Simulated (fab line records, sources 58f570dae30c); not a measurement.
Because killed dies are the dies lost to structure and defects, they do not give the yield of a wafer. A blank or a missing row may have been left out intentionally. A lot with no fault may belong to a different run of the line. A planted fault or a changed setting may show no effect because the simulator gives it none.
A struck lot beside a sound one :: flow berkeley-cmos170 :: 19 steps out of a route of 331
Sound: the wafers L415.2, L415.4, L415.5. The struck wafers were L424.2, L424.3, L424.6. Last of all comes the cause.
Order at every step that has rows: each side's tool, ch and its chambers, its first start. Under that, the readings that differ: sound wafers :: struck wafers :: difference of the means :: sigmas: that difference in standard deviations of wafers without a fault.
alike: a reading whose means differ by less than 2 such deviations, as well as words and numbers matching on both sides. not compared: withheld readings; readings where some wafer has no value; bounds like >300 that might hide an equal value; numbers whose values overlap and for which the record gives no deviation.
Wherever a step has rows on one side only, a row that says differs or no value, or a row with sigmas, the two part there. Numbers that have no deviation but don't overlap get no sigmas and don't part them. A reading that every wafer of one side lacks parts them only if that side has two wafers or more.

UCB170_NLDD_OVL_MEAS_07:
  struck on overlay-01, day 8 12:58; sound on overlay-01, day 6 19:29
  alike: NLDD_OVL
then, 2 steps without rows for these wafers: UCB170_NLDD_IMPLANT_08; UCB170_NLDD_IMPLANT_09.
UCB170_NLDD_STRIP_10: strips in O2.
  sound on plasma-asher-04 ch 1, day 6 19:49; struck on plasma-asher-02 ch 1, day 8 13:17
reading: strip-time-to-endpoint-s (s)
sound: 21.56 21.60 21.60
struck: 21.77 21.74 21.75
difference: +0.17
sigmas: +2
  alike: drypump-motor-current-A, o2-flow-sccm, oes-product-au
  not compared: rf-hours-counter-h
UCB170_NLDD_TW_MEAS_11:
  struck on film-metro-02, day 8 13:24; sound on film-metro-01, day 6 19:55
reading: NLDD_TW
sound: 2213 2205 2200
struck: 2248 2245 2249
difference: +41
sigmas: +2
then, 1 step without rows for these wafers: UCB170_NLDD_CLEAN_12 (cleans in SPM, time 600 s).
UCB170_SPACER_CVD_00: deposits SiO2 from TEOS/O2, target thk 376 nm, time 47 s.
  sound on pecvd-02 ch 0,1, day 6 20:08; struck on pecvd-02 ch 0,1, day 8 13:37
  alike: heater-power-w, pressure-mtorr, rf-fwd-power-W
UCB170_SPACER_THK_MEAS_01:
  struck on film-metro-04, day 8 13:41; sound on film-metro-04, day 6 20:12
  alike: SPACER_TEOS_THK
then, 1 step without rows for these wafers: UCB170_SPACER_ANNEAL_02 (time 1800 s).
UCB170_SPACER_ETCHBACK_03: etches SiO2 in CHF3/CF4/Ar, stops on Si, target depth 376 nm, time 100 s.
  sound on rie-diel-04 ch 0,2, day 7 00:12; struck on rie-diel-04 ch 0,3, day 8 16:59
  alike: CHF3_flow_sccm, drypump-motor-current-A, mfc-ar-sccm, oes-product-au, rf-fwd-power-W, throttle-valve-pct
  not compared: rf-hours-counter-h
then, 2 steps without rows for these wafers: UCB170_PSD_HMDS_00 (prime time 60 s); UCB170_PSD_COAT_01 (resist thk 900 nm).
UCB170_PSD_SOFTBAKE_02: time 60 s.
  sound on litho-track-03 ch 0, day 7 00:35; struck on litho-track-03 ch 0, day 8 17:31
reading: heater-power-total-W (W)
sound: 56.81 56.83 56.72
struck: 55.60 55.57 55.48
difference: -1.24
sigmas: -25

reading: plate-temp-C (C)
sound: 130.14 129.82 130.05
struck: 127.95 127.85 127.99
difference: -2.07
sigmas: -16
then, 3 steps without rows for these wafers: UCB170_PSD_EXPOSE_03 (exposes mask PSELECT MOD, target cd 1200 nm); UCB170_PSD_PEB_04; UCB170_PSD_DEVELOP_05 (develop time 45 s).
UCB170_PSD_CD_MEAS_06: the cd target is 1200 nm.
  struck on cd-sem-02, day 8 18:47; sound on cd-sem-01, day 7 01:17
reading: cd-nm (nm)
sound: 1199.4 1199.0 1200.0
struck: 1194.2 1195.3 1192.8
difference: -5.4
sigmas: -4
  not compared: hold
UCB170_PSD_OVL_MEAS_07:
  struck on overlay-02, day 8 20:15; sound on overlay-02, day 7 01:23
reading: hold
sound: - - -
struck: await-dispo/1.4h/release await-dispo/1.4h/release await-dispo/1.4h/release
difference: no value on the sound wafers
sigmas: 
  alike: PSD_OVL
UCB170_M3_PROBE_99:
  record: rows for the struck wafers here (prober-01, day 10 01:20), none for the sound ones

WHERE THEY PART
Last at UCB170_M3_PROBE_99 as far as this record goes, first at UCB170_NLDD_STRIP_10.

WHY: what the simulator had put in
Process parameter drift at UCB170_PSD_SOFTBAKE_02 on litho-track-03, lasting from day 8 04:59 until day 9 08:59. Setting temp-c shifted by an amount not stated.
